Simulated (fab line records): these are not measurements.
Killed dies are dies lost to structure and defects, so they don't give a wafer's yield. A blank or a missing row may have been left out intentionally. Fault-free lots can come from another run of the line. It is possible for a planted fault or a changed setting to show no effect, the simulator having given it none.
The tool behind it: which one?	flow berkeleyCmos170	at 1 step of a route of 331, 14 lots with 42 wafers sampled

== WHAT THE GAUGES READ, wafer by wafer ==
The record lacks any reading of a measuring or inspecting step that a usual standard deviation could be used to judge.

== WHAT TOOL EACH LOT RAN ON (gives the tool, then ch and the chambers of the sampled wafers, and finally the start) ==
lot	UCB170_ACTIVE_EXPOSE_10
L551	krfScanner-01 ch 0, day 4 10:50
L553	krfScanner-02 ch 0, day 4 21:32
L556	krfScanner-01 ch 0, day 5 03:50
L558	krfScanner-02, day 5 13:34
L560	krfScanner-01, day 6 00:20
L561	krfScanner-01 ch 0, day 6 06:24
L563	krfScanner-02 ch 0, day 7 01:07
L564	krfScanner-02 ch 0, day 7 01:17
L566	krfScanner-01 ch 0, day 7 09:13
L567	krfScanner-02 ch 0, day 7 09:26
L569	krfScanner-01 ch 0, day 8 05:33
L571	krfScanner-01 ch 0, day 8 11:26
L573	krfScanner-02 ch 0, day 8 15:19
L572	krfScanner-01 ch 0, day 8 15:36
- UCB170_ACTIVE_EXPOSE_10: exposes mask ACTIVE, target cd 1200 nm.

== WHAT THE TOOLS THEMSELVES READ (means of the sampled wafers that have a number; where no wafer has one, the mark that the record gives instead) ==
UCB170_ACTIVE_EXPOSE_10. Usual: exposureDoseMJCm2 19.970, standard deviation 0.019; focusOffsetNm 0.0 nm, standard deviation 0.44.
lot	tool	exposureDoseMJCm2	focusOffsetNm (nm)	flag
L551	krfScanner-01	19.952	0.4	
L553	krfScanner-02	19.957	0.1	
L556	krfScanner-01	19.996	-0.4	
L558	krfScanner-02	-	-	OFF
L560	krfScanner-01	-	-	OFF
L561	krfScanner-01	19.966	0.0	
L563	krfScanner-02	19.977	-0.5	
L564	krfScanner-02	19.958	0.2	
L566	krfScanner-01	19.961	-0.6	
L567	krfScanner-02	19.944	0.4	
L569	krfScanner-01	19.985	-0.6	
L571	krfScanner-01	19.974	0.2	
L573	krfScanner-02	19.970	0.5	
L572	krfScanner-01	19.959	-0.2	

== THE ANSWER, worked out from the rows above alone ==
Rule: lot off if the mean of its wafers having a number is beyond 3 standard deviations from the usual mean. A lot without any number at a reading at which 4 lots or more have one is off too. All remaining lots with rows at the step are treated as sound. First the gauges in route order, then the tools' own readings, where a lot's mean is used as printed above. The first step at which some lot is off is used, and at that step the reading that is off furthest; a lot without a number counts as furthest.
Off: L558, L560, at UCB170_ACTIVE_EXPOSE_10 (exposureDoseMJCm2). Without a number there: L558, L560.
If a tool, at that step or one of the process steps before it, ran each lot that is off and ran no sound lot following the first of them, it fits. None of those tried fits.

== WHAT THE SIMULATOR HAD PUT IN ==
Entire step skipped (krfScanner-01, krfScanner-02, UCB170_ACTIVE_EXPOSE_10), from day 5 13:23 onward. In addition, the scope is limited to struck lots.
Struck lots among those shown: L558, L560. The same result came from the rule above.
